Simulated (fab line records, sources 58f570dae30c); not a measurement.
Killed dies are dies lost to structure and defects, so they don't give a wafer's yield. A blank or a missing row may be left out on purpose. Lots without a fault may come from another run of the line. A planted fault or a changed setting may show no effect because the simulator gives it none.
Which tool did it? | flow berkeley_cmos170 | 14 lots, 42 wafers sampled, at 6 steps of a route of 331

WHAT THE GAUGES READ, wafer by wafer
UCB170_PWELL_THK_MEAS_06. Usual: PWELL_NITRIDE_THK 220.1 nm, standard deviation 2.1.
lot  | measured    | on            | PWELL_NITRIDE_THK (nm) | flag
L537 | day 3 03:53 | film_metro-01 | 220.4 217.9 219.3      |
L539 | day 3 16:06 | film_metro-01 | 225.6 223.5 225.3      |
L540 | day 3 23:13 | film_metro-03 | 219.6 218.8 217.3      |
L541 | day 3 23:14 | film_metro-01 | 222.4 219.9 220.0      |
L542 | day 4 12:12 | film_metro-04 | 221.3 221.4 222.4      |
L551 | day 6 01:43 | film_metro-01 | 216.9 221.0 219.0      |
L553 | day 6 21:23 | film_metro-04 | 221.5 220.9 221.6      |
L554 | day 6 21:23 | film_metro-03 | 222.7 220.6 223.7      |
L555 | day 6 21:24 | film_metro-01 | 223.0 222.2 222.1      |
L556 | day 7 05:02 | film_metro-01 | 222.0 220.2 221.1      |
L557 | day 7 15:48 | film_metro-01 | 218.1 220.7 218.5      |
L558 | day 7 15:48 | film_metro-04 | 219.0 218.2 217.7      |
L559 | day 7 15:52 | film_metro-01 | 216.4 218.4 216.7      |
L560 | day 8 02:41 | film_metro-04 | 217.2 216.0 215.7      |

UCB170_PWELL_OVL_MEAS_13. Usual: PWELL_OVL 2 nm, standard deviation 5.3.
lot  | measured    | on         | PWELL_OVL (nm) | flag
L537 | day 3 06:54 | overlay-02 | 1 1 1          |
L539 | day 3 17:36 | overlay-01 | 12 3 9         |
L540 | day 4 00:36 | overlay-02 | 2 2 -2         |
L541 | day 4 00:43 | overlay-01 | 0 1 5          |
L542 | day 4 13:13 | overlay-02 | 11 3 6         |
L551 | day 6 03:46 | overlay-02 | -8 -2 2        |
L553 | day 6 22:46 | overlay-02 | 1 -2 6         |
L554 | day 6 22:17 | overlay-02 | 1 3 6          |
L555 | day 6 22:32 | overlay-01 | 8 7 7          |
L556 | day 7 06:16 | overlay-01 | 5 -5 1         |
L557 | day 7 17:44 | overlay-01 | 0 0 0          |
L558 | day 7 18:02 | overlay-02 | 3 11 13        |
L559 | day 7 18:40 | overlay-02 | -1 2 -9        |
L560 | day 8 04:02 | overlay-02 | 4 6 -8         |

UCB170_FIELD_THK_MEAS_02. Usual: FIELD_OXIDE_THK 554 nm, standard deviation 9.3.
lot  | measured    | on            | FIELD_OXIDE_THK (nm) | flag
L537 | day 5 12:04 | film_metro-01 | 550 545 546          |
L539 | day 5 20:38 | film_metro-04 | 563 551 564          |
L540 | day 6 01:59 | film_metro-03 | 548 550 550          |
L541 | day 6 02:00 | film_metro-04 | 543 529 532          |
L542 | day 6 14:43 | film_metro-04 | 554 559 555          |
L551 | day 8 01:50 | film_metro-04 | 543 538 546          |
L553 | day 8 20:25 | film_metro-01 | 557 551 558          |
L554 | day 8 20:24 | film_metro-04 | 551 545 554          |
L555 | day 8 20:22 | film_metro-01 | 554 552 556          |
L556 | day 9 03:42 | film_metro-04 | 557 556 551          |
L557 | day 9 13:52 | film_metro-04 | 560 556 560          |
L558 | day 9 13:48 | film_metro-04 | 558 563 564          |
L559 | day 9 13:49 | film_metro-01 | 541 551 555          |
L560 | day 9 23:21 | film_metro-03 | 555 552 566          |

UCB170_NLDD_TW_MEAS_11. Usual: NLDD_TW 2211, standard deviation 20.
lot  | measured     | on            | NLDD_TW        | flag
L537 | day 7 10:56  | film_metro-02 | 2245 2253 2248 |
L539 | day 8 01:19  | film_metro-04 | 2186 2189 2199 |
L540 | day 8 00:11  | film_metro-04 | 2193 2200 2209 |
L541 | day 8 01:29  | film_metro-02 | 30 30 30       | OFF
L542 | day 8 15:11  | film_metro-02 | 30 30 30       | OFF
L551 | day 10 04:57 | film_metro-02 | 2228 2232 2233 |
L553 | day 10 17:27 | film_metro-04 | 2186 2175 2200 |
L554 | day 10 17:46 | film_metro-04 | 2183 2185 2183 |
L555 | day 10 17:11 | film_metro-02 | 2231 2224 2215 |
L556 | day 11 01:23 | film_metro-02 | 2226 2218 2227 |
L557 | day 11 15:31 | film_metro-04 | 2180 2176 2185 |
L558 | day 11 15:53 | film_metro-03 | 2202 2203 2205 |
L559 | day 11 16:14 | film_metro-03 | 2213 2197 2196 |
L560 | day 11 23:31 | film_metro-03 | 2204 2211 2204 |

WHICH TOOL RAN EACH LOT (tool, then ch and the chambers of the sampled wafers, then the start)
lot  | UCB170_PLDD_STRIP_10                 | UCB170_NLDD_STRIP_10
L537 | plasma_asher-01 ch 0,1, day 7 08:46  | plasma_asher-04 ch 0,1, day 7 10:44
L539 | plasma_asher-02 ch 0,1, day 7 21:58  | plasma_asher-02 ch 0,1, day 8 01:12
L540 | plasma_asher-01 ch 0,1, day 7 21:43  | plasma_asher-04 ch 0,1, day 8 00:05
L541 | plasma_asher-03 ch 0,1, day 7 22:14  | plasma_asher-01 ch 0,1, day 8 01:23
L542 | plasma_asher-03 ch 0, day 8 12:53    | plasma_asher-02 ch 0,1, day 8 15:04
L551 | plasma_asher-02 ch 1, day 10 02:13   | plasma_asher-04 ch 0,1, day 10 04:50
L553 | plasma_asher-03 ch 0,1, day 10 15:24 | plasma_asher-02 ch 0,1, day 10 17:22
L554 | plasma_asher-03 ch 0,1, day 10 15:41 | plasma_asher-04 ch 0,1, day 10 17:41
L555 | plasma_asher-03 ch 0,1, day 10 15:08 | plasma_asher-04 ch 0,1, day 10 17:05
L556 | plasma_asher-03 ch 0,1, day 10 23:21 | plasma_asher-02 ch 0,1, day 11 01:17
L557 | plasma_asher-02 ch 0,1, day 11 13:38 | plasma_asher-02 ch 0,1, day 11 15:25
L558 | plasma_asher-02 ch 0,1, day 11 14:01 | plasma_asher-02 ch 0,1, day 11 15:47
L559 | plasma_asher-02 ch 0,1, day 11 14:20 | plasma_asher-02 ch 0,1, day 11 16:07
L560 | plasma_asher-02 ch 0,1, day 11 21:03 | plasma_asher-04 ch 0,1, day 11 23:26
- UCB170_PLDD_STRIP_10: strips in O2.
- UCB170_NLDD_STRIP_10: strips in O2.

WHAT THE TOOLS THEMSELVES READ (means of the sampled wafers that have a number; where no wafer has one, the mark that the record gives instead)
UCB170_PLDD_STRIP_10. Usual: chamber_pressure_mTorr 3500 mTorr, standard deviation 3.1; drypump_motor_current_A 5.74 A, standard deviation 0.28; oes_product_au 0.734 a.u., standard deviation 0.0048; strip_time_to_endpoint_s 21.63 s, standard deviation 0.053.
lot  | tool            | chamber_pressure_mTorr (mTorr) | drypump_motor_current_A (A) | oes_product_au (a.u.) | strip_time_to_endpoint_s (s) | flag
L537 | plasma_asher-01 | 3501                           | 5.92                        | 0.736                 | 21.68                        |
L539 | plasma_asher-02 | 3499                           | 5.73                        | 0.735                 | 21.66                        |
L540 | plasma_asher-01 | 3500                           | 5.75                        | 0.731                 | 21.54                        |
L541 | plasma_asher-03 | -                              | -                           | -                     | -                            | OFF
L542 | plasma_asher-03 | -                              | -                           | -                     | -                            | OFF
L551 | plasma_asher-02 | 3499                           | 6.02                        | 0.738                 | 21.72                        |
L553 | plasma_asher-03 | 3498                           | 5.69                        | 0.731                 | 21.64                        |
L554 | plasma_asher-03 | 3500                           | 5.66                        | 0.734                 | 21.63                        |
L555 | plasma_asher-03 | 3501                           | 5.48                        | 0.735                 | 21.64                        |
L556 | plasma_asher-03 | 3499                           | 5.49                        | 0.740                 | 21.62                        |
L557 | plasma_asher-02 | 3496                           | 5.75                        | 0.734                 | 21.60                        |
L558 | plasma_asher-02 | 3499                           | 5.76                        | 0.734                 | 21.57                        |
L559 | plasma_asher-02 | 3500                           | 5.90                        | 0.731                 | 21.62                        |
L560 | plasma_asher-02 | 3497                           | 5.88                        | 0.734                 | 21.64                        |

UCB170_NLDD_STRIP_10. Usual: chamber_pressure_mTorr 3500.1 mTorr, standard deviation 2.9; drypump_motor_current_A 5.57 A, standard deviation 0.29; oes_product_au 0.734 a.u., standard deviation 0.0043; strip_time_to_endpoint_s 21.64 s, standard deviation 0.071.
lot  | tool            | chamber_pressure_mTorr (mTorr) | drypump_motor_current_A (A) | oes_product_au (a.u.) | strip_time_to_endpoint_s (s) | flag
L537 | plasma_asher-04 | 3498.9                         | 5.32                        | 0.734                 | 21.58                        |
L539 | plasma_asher-02 | 3498.9                         | 5.89                        | 0.730                 | 21.69                        |
L540 | plasma_asher-04 | 3500.8                         | 5.34                        | 0.738                 | 21.67                        |
L541 | plasma_asher-01 | 3502.7                         | 5.94                        | 0.735                 | 47.79                        | OFF
L542 | plasma_asher-02 | 3498.5                         | 5.75                        | 0.738                 | 47.80                        | OFF
L551 | plasma_asher-04 | 3502.2                         | 5.38                        | 0.734                 | 21.66                        |
L553 | plasma_asher-02 | 3498.4                         | 5.88                        | 0.730                 | 21.69                        |
L554 | plasma_asher-04 | 3498.3                         | 5.42                        | 0.733                 | 21.67                        |
L555 | plasma_asher-04 | 3499.0                         | 5.33                        | 0.734                 | 21.57                        |
L556 | plasma_asher-02 | 3502.1                         | 5.74                        | 0.735                 | 21.55                        |
L557 | plasma_asher-02 | 3501.3                         | 5.88                        | 0.733                 | 21.61                        |
L558 | plasma_asher-02 | 3498.9                         | 5.88                        | 0.731                 | 21.55                        |
L559 | plasma_asher-02 | 3497.6                         | 5.77                        | 0.734                 | 21.66                        |
L560 | plasma_asher-04 | 3499.6                         | 5.31                        | 0.736                 | 21.68                        |

THE ANSWER, worked out from the rows above alone
Rule: a lot is off if the mean of its wafers that have a number lies more than 3 standard deviations from the usual mean. A lot without any number at a reading at which 4 lots or more have one is off too. The other lots that the step has rows for count as sound. The gauges are gone through in route order, then the tools' own readings, and for those a lot's mean is taken as printed above. The first step at which some lot is off is used, and at that step the reading that is off furthest; a lot without a number counts as furthest.
Off: L541, L542, at UCB170_NLDD_TW_MEAS_11 (NLDD_TW).
A tool fits if, at a process step before that reading, it ran every lot that is off, and no sound lot after the first of them. The gauges at UCB170_NLDD_TW_MEAS_11 aren't tried: what is off there is off at UCB170_PLDD_STRIP_10 too, on other tools, and a gauge's error can't cause that. None of those tried fits.

WHAT THE SIMULATOR HAD PUT IN
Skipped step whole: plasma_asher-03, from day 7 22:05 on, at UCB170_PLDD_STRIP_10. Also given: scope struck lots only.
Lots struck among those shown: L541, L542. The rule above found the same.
